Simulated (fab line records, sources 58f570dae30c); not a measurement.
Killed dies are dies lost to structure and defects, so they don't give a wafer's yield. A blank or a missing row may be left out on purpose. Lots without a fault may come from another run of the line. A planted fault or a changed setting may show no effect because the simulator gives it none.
A struck lot beside a sound one | flow berkeley_cmos170 | 16 steps out of a route of 331
Sound: wafers L790.2, L790.3, L790.6. Struck: wafers L794.1, L794.3. (L794.4 of the same lot was not struck and is left out.) The cause comes at the end.
At each step with rows: each side's tool, then ch and its chambers, then its first start. Under that, the readings that differ: sound wafers | struck wafers | difference of the means | sigmas: that difference in standard deviations of wafers without a fault.
alike: readings whose means differ by less than 2 such deviations, and words and numbers that are the same on both sides. not compared: withheld readings, readings that some wafer has no value for, bounds like >300 that may hide the same value, and numbers for which the record gives no deviation and whose values overlap.
The two part at a step that has a row with sigmas, a row that says differs or no value, or rows on one side only. Numbers that don't overlap but have no deviation are shown without sigmas and don't part them. A reading that every wafer of one side lacks parts them only if that side has two wafers or more.

first, 1 step without rows for these wafers: UCB170_M3_SOFTBAKE_06 (time 60 s).
UCB170_M3_STRIP_07: strips in O2.
  sound on plasma_asher-02 ch 0,1, day 9 22:24; struck on plasma_asher-01 ch 0,1, day 10 12:35
  alike: drypump_motor_current_A, o2_flow_sccm, oes_product_au, strip_time_to_endpoint_s
  not compared: rf_hours_counter_h
then, 7 steps without rows for these wafers: UCB170_M3_STRIP_08 (strips KrF in DMSO, time 600 s); UCB170_M3_COAT_09; UCB170_M3_COAT_10 (resist thk 900 nm); UCB170_M3_SOFTBAKE_11 (time 60 s); UCB170_M3_EXPOSE_12 (exposes mask METAL3, target cd 700 nm); UCB170_M3_PEB_13; UCB170_M3_DEVELOP_14 (develop time 45 s).
UCB170_M3_CD_MEAS_15: target cd 700 nm.
  sound on cd_sem-02, day 10 00:00; struck on cd_sem-02, day 10 14:07
  alike: cd_nm
UCB170_M3_OVL_MEAS_16:
  sound on overlay-02, day 10 00:07; struck on overlay-01, day 10 14:14
  alike: M3_OVL
UCB170_M3_ETCH_17: etches BARC in N2/H2.
  sound on rie_diel-04 ch 1,3, day 10 00:08; struck on rie_diel-04 ch 0,1, day 10 14:17
  alike: drypump_motor_current_A, n2_flow_sccm, oes_product_au, rf_fwd_power_W, throttle_valve_pct
UCB170_M3_METAL_ETCH_18: etches Al in Cl2/BCl3, stops on SiO2, target depth 1170 nm, time 195 s.
  sound on rie_metal-03 ch 0,1, day 10 00:11; struck on rie_metal-04 ch 1, day 10 14:19
  reading                             | sound             | struck      | difference | sigmas
  oes_product_au (a.u.)               | 0.877 0.864 0.865 | 0.849 0.846 | -0.021     | -2
  model.KrF_of_M3_COAT_10.thk_nm (nm) | 236 234.4 230     | 341 341.2   | +108       |
  model.SiO2_of_V2_CVD_00.thk_nm (nm) | 938.3 939.4 939.2 | 948.6 947.4 | +9.0       |
  model.M3.cd_nm (nm)                 | 700 704.1 701.9   | 707.5 707.1 | +5.3       |
  alike: bcl3_flow_sccm, drypump_motor_current_A, rf_fwd_power_W, throttle_valve_pct
  not compared: rf_hours_counter_h
UCB170_M3_STRIP_19: strips in O2.
  sound on plasma_asher-02 ch 0,1, day 10 00:22; struck on plasma_asher-03 ch 1, day 10 14:31
  reading               | sound             | struck      | difference | sigmas
  oes_product_au (a.u.) | 0.566 0.570 0.565 | 0.675 0.684 | +0.113     | +8
  alike: drypump_motor_current_A, o2_flow_sccm
  not compared: rf_hours_counter_h
UCB170_M3_CD_MEAS_90: target cd 700 nm.
  sound on cd_sem-01, day 10 00:29; struck on cd_sem-02, day 10 14:37
  alike: cd_nm
UCB170_M3_PROBE_99:
  sound on prober-02, day 10 00:46; struck on prober-01, day 10 14:51
  reading                               | sound                      | struck             | difference | sigmas
  model.etest.antenna_m3.vt_shift_v (V) | -0.01192 -0.01218 -0.01261 | -0.007472 -0.01029 | +0.003356  |

WHERE THEY PART
First at UCB170_M3_METAL_ETCH_18; last, within this record, at UCB170_M3_STRIP_19. Later steps at which nothing parts them and some readings are alike: UCB170_M3_CD_MEAS_90.

WHY: what the simulator had put in
Process parameter drift: rie_metal-04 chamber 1, from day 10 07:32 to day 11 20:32, at UCB170_M3_METAL_ETCH_18. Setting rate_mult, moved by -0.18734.
